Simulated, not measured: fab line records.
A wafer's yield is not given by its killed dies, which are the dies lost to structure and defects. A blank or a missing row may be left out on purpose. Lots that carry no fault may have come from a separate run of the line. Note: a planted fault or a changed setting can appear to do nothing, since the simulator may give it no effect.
Which tool is to blame? :: flow ritCmos :: Sampling: 14 lots, 42 wafers, 2 of 202 route steps

## WHAT EACH GAUGE READ, for each wafer
The record holds no reading of a measuring or inspecting step that can be judged against a usual standard deviation.

## WHAT TOOL EACH LOT RAN ON (gives the tool, then ch and the chambers of the sampled wafers, and finally the start)
lot: L216
RIT_REOX_CLEAN_00: wetBench-01 ch 2, day 3 03:01
RIT_M1_PROBE_99: -

lot: L218
RIT_REOX_CLEAN_00: wetBench-03 ch 2, day 3 12:49
RIT_M1_PROBE_99: -

lot: L219
RIT_REOX_CLEAN_00: wetBench-01 ch 2, day 3 21:41
RIT_M1_PROBE_99: -

lot: L220
RIT_REOX_CLEAN_00: wetBench-04 ch 1, day 4 00:36
RIT_M1_PROBE_99: -

lot: L221
RIT_REOX_CLEAN_00: wetBench-04 ch 2, day 4 03:01
RIT_M1_PROBE_99: -

lot: L224
RIT_REOX_CLEAN_00: wetBench-04 ch 0, day 4 17:53
RIT_M1_PROBE_99: -

lot: L225
RIT_REOX_CLEAN_00: wetBench-03 ch 1, day 4 22:01
RIT_M1_PROBE_99: -

lot: L228
RIT_REOX_CLEAN_00: wetBench-04 ch 2, day 5 10:29
RIT_M1_PROBE_99: prober-01, day 6 07:35

lot: L229
RIT_REOX_CLEAN_00: wetBench-01 ch 2, day 5 11:54
RIT_M1_PROBE_99: prober-02, day 6 09:23

lot: L230
RIT_REOX_CLEAN_00: wetBench-04 ch 1, day 5 21:59
RIT_M1_PROBE_99: -

lot: L235
RIT_REOX_CLEAN_00: wetBench-03 ch 2, day 6 21:52
RIT_M1_PROBE_99: -

lot: L236
RIT_REOX_CLEAN_00: wetBench-01 ch 1, day 7 02:44
RIT_M1_PROBE_99: -

lot: L237
RIT_REOX_CLEAN_00: wetBench-04 ch 0, day 7 09:34
RIT_M1_PROBE_99: -

lot: L238
RIT_REOX_CLEAN_00: wetBench-01 ch 1, day 7 18:30
RIT_M1_PROBE_99: -
- RIT_REOX_CLEAN_00: cleans in SC1, time 600 s.
- RIT_M1_PROBE_99

## AS READ BY THE TOOLS THEMSELVES (means over the sampled wafers that have a number; for cases with no such wafer, the mark the record gives instead)
RIT_REOX_CLEAN_00. Usual: bathGuardTempC 75.2 C, standard deviation 0.52; bathHeatDutyPct 15.0 %, standard deviation 2.3.
lot: L216
tool: wetBench-01
bathGuardTempC (C): 75.3
bathHeatDutyPct (%): 11.1
flag: 

lot: L218
tool: wetBench-03
bathGuardTempC (C): 74.3
bathHeatDutyPct (%): 17.6
flag: 

lot: L219
tool: wetBench-01
bathGuardTempC (C): 75.5
bathHeatDutyPct (%): 10.9
flag: 

lot: L220
tool: wetBench-04
bathGuardTempC (C): 75.7
bathHeatDutyPct (%): 16.3
flag: 

lot: L221
tool: wetBench-04
bathGuardTempC (C): 75.5
bathHeatDutyPct (%): 16.1
flag: 

lot: L224
tool: wetBench-04
bathGuardTempC (C): 74.7
bathHeatDutyPct (%): 13.8
flag: 

lot: L225
tool: wetBench-03
bathGuardTempC (C): 75.2
bathHeatDutyPct (%): 15.3
flag: 

lot: L228
tool: wetBench-04
bathGuardTempC (C): -
bathHeatDutyPct (%): -
flag: OFF

lot: L229
tool: wetBench-01
bathGuardTempC (C): -
bathHeatDutyPct (%): -
flag: OFF

lot: L230
tool: wetBench-04
bathGuardTempC (C): 75.6
bathHeatDutyPct (%): 15.9
flag: 

lot: L235
tool: wetBench-03
bathGuardTempC (C): 74.1
bathHeatDutyPct (%): 17.1
flag: 

lot: L236
tool: wetBench-01
bathGuardTempC (C): 75.9
bathHeatDutyPct (%): 12.5
flag: 

lot: L237
tool: wetBench-04
bathGuardTempC (C): 74.9
bathHeatDutyPct (%): 14.0
flag: 

lot: L238
tool: wetBench-01
bathGuardTempC (C): 76.0
bathHeatDutyPct (%): 12.6
flag: 

RIT_M1_PROBE_99. Usual: killedAtFrontEnd 7, standard deviation 3.1; killedDies 7, standard deviation 3.1; killedOpen 3.3, standard deviation 2; killedShort 3.5, standard deviation 1.9.
lot: L228
tool: prober-01
killedAtFrontEnd: 4
killedDies: 4
killedOpen: 3.0
killedShort: 1.0
flag: 

lot: L229
tool: prober-02
killedAtFrontEnd: 5
killedDies: 5
killedOpen: 2.3
killedShort: 2.7
flag: 

## THE ANSWER, worked out from the rows above alone
Rule: a lot is off if the mean of its wafers that have a number lies more than 3 standard deviations from the usual mean. A lot without any number at a reading at which 4 lots or more have one is off too. Any other lot the step has rows for is counted as sound. After the gauges, taken in route order, come the tools' own readings; for these a lot's mean is taken, as printed above. The first step at which some lot is off is used, and at that step the reading that is off furthest; a lot without a number counts as furthest.
Off, at RIT_REOX_CLEAN_00 on bathGuardTempC: L228, L229. Without a number there: L228, L229.
A tool fits if, at that step or a process step before it, it ran every lot that is off, and no sound lot after the first of them. Of those tried, none fits.

## WHAT THE SIMULATOR HAD INSERTED
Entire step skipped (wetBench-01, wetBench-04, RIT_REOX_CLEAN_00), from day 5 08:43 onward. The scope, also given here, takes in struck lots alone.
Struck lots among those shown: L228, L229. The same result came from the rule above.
